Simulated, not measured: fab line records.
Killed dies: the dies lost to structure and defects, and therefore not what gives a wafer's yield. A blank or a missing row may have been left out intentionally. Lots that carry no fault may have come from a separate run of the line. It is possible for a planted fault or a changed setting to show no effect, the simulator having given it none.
A struck lot beside a sound one / flow rit cmos / 20 out of 202 route steps
Sound: wafers L190.1, L190.5, L190.6. Struck: wafers L205.2, L205.4, L205.6. The cause is named last.
Each step with rows lists, per side, the tool, then ch with its chambers, then its first start. Under that, the readings that differ: sound wafers / struck wafers / difference of the means / sigmas: that difference in standard deviations of wafers without a fault.
alike: words and numbers the same on both sides, and readings whose means are apart by under 2 such deviations; not compared: readings that were withheld, readings missing a value for some wafer, numbers with overlapping values and no deviation given by the record, and bounds like >300 which may hide the same value.
The two part at a step that has a row with sigmas, a row that says differs or no value, or rows on one side only. Numbers that have no deviation but don't overlap get no sigmas and don't part them. Lack of a reading on every wafer of one side parts them only where that side has two or more wafers.

first, 2 steps without rows for these wafers: RIT_NWELL_HARDBAKE_07 (time 120 s); RIT_NWELL_IMPLANT_08.
RIT_NWELL_STRIP_09: strips in O2, time 180 s.
  sound on plasma asher-03 ch 0,1, day 2 15:49; struck on plasma asher-02 ch 1, day 5 18:44
  alike: drypump motor current A
  not compared: rf hours counter h
RIT_NWELL_TW_MEAS_10:
  sound on film metro-01 at day 2 15:59; struck on film metro-02 at day 5 18:55
  alike: NWELL_TW
then, 6 steps without rows for these wafers: RIT_PWELL_HMDS_00 (prime time 60 s); RIT_PWELL_COAT_01 (resist thk 1300 nm); RIT_PWELL_SOFTBAKE_02 (time 60 s); RIT_PWELL_EXPOSE_03 (exposes mask M3, target cd 43700 nm); RIT_PWELL_PEB_04; RIT_PWELL_DEVELOP_05 (develop time 68 s).
RIT_PWELL_OVL_MEAS_06:
  sound on overlay-02 at day 2 17:07; struck on overlay-02 at day 5 19:51
  alike: PWELL_OVL
then, 1 step without rows for these wafers: RIT_PWELL_HARDBAKE_07 (time 120 s).
RIT_PWELL_IMPLANT_08:
  sound on implanter-02 ch 0, day 2 17:24; struck on implanter-01 ch 0, day 5 20:10
reading=dose ions cm2; sound=7.002e+13 6.998e+13 6.978e+13; struck=8.133e+13 8.137e+13 8.13e+13; difference=+1.141e+13; sigmas=+99 or more
reading=faraday current uA; sound=218 230 226; struck=264 264 262; difference=+39; sigmas=+9
RIT_PWELL_STRIP_09: strips in O2, time 180 s.
  sound on plasma asher-04 ch 0,1, day 2 17:33; struck on plasma asher-01 ch 0,1, day 5 20:17
  alike: drypump motor current A
  not compared: rf hours counter h
RIT_PWELL_TW_MEAS_10:
  sound on film metro-02 at day 2 17:43; struck on film metro-01 at day 5 20:28
reading=PWELL_TW; sound=936 936 941; struck=998 1000 1002; difference=+62; sigmas=+6
then, 1 step without rows for these wafers: RIT_WELLDRIVE_ANNEAL_00 (time 14700 s).
RIT_WELLDRIVE_RS_MEAS_01: the measuring method here is four-point-probe.
  sound on film metro-03 at day 3 01:46; struck on film metro-03 at day 6 02:43
  alike: NWELL_RS
RIT_WELLDRIVE_RS_MEAS_02: the measuring method here is four-point-probe.
  sound on film metro-03 at day 3 01:53; struck on film metro-03 at day 6 02:50
reading=PWELL_RS (ohm/sq); sound=429.4 429.2 430.0; struck=391.6 391.8 391.2; difference=-38.0; sigmas=-27
then, 1 step without rows for these wafers: RIT_NRETRO_HMDS_00 (prime time 60 s).
RIT_M1_PROBE_99:
  sound on prober-01 at day 4 09:13; struck on prober-02 at day 7 15:14
reading=model.etest.nmos_0p3.r on ohm um; sound=2121 2117 2149; struck=2323 2249 2301; difference=+162; sigmas=
reading=model.etest.pwell pinched.rs ohm sq; sound=464.3 457.3 465.4; struck=418.1 421.1 412.4; difference=-45.1; sigmas=
reading=model.etest.pwell.rs ohm sq; sound=418.4 419.8 416.4; struck=378.4 377.6 376.1; difference=-40.8; sigmas=
reading=model.etest.nmos turned.drive ua um; sound=323.5 326.8 320.6; struck=289.7 290.6 284.9; difference=-35.2; sigmas=
reading=model.etest.nmos_0p15.drive ua um; sound=467.2 478.6 482.1; struck=433.6 431.3 419.5; difference=-47.8; sigmas=
reading=model.etest.nmos narrow.drive ua um; sound=239.4 238.8 242; struck=197.4 207 200; difference=-38.6; sigmas=
reading=model.etest.nmos_0p3.drive ua um; sound=230.3 233.5 236.3; struck=196.8 204.3 194.9; difference=-34.7; sigmas=
reading=model.etest.well edge right.line ohm um; sound=179.8 183.3 183.5; struck=188.6 189.3 188.5; difference=+6.6; sigmas=
  alike: killed at contacts, killed at front end, killed dies, killed open, killed short

## WHERE THEY PART
Last at RIT_WELLDRIVE_RS_MEAS_02 as far as this record goes, first at RIT_PWELL_IMPLANT_08. Later steps at which nothing parts them and some readings are alike: RIT_M1_PROBE_99.

WHY: whatever the simulator had introduced
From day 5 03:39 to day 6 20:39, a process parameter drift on implanter-01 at RIT_PWELL_IMPLANT_08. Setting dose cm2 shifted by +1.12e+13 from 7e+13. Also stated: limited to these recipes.
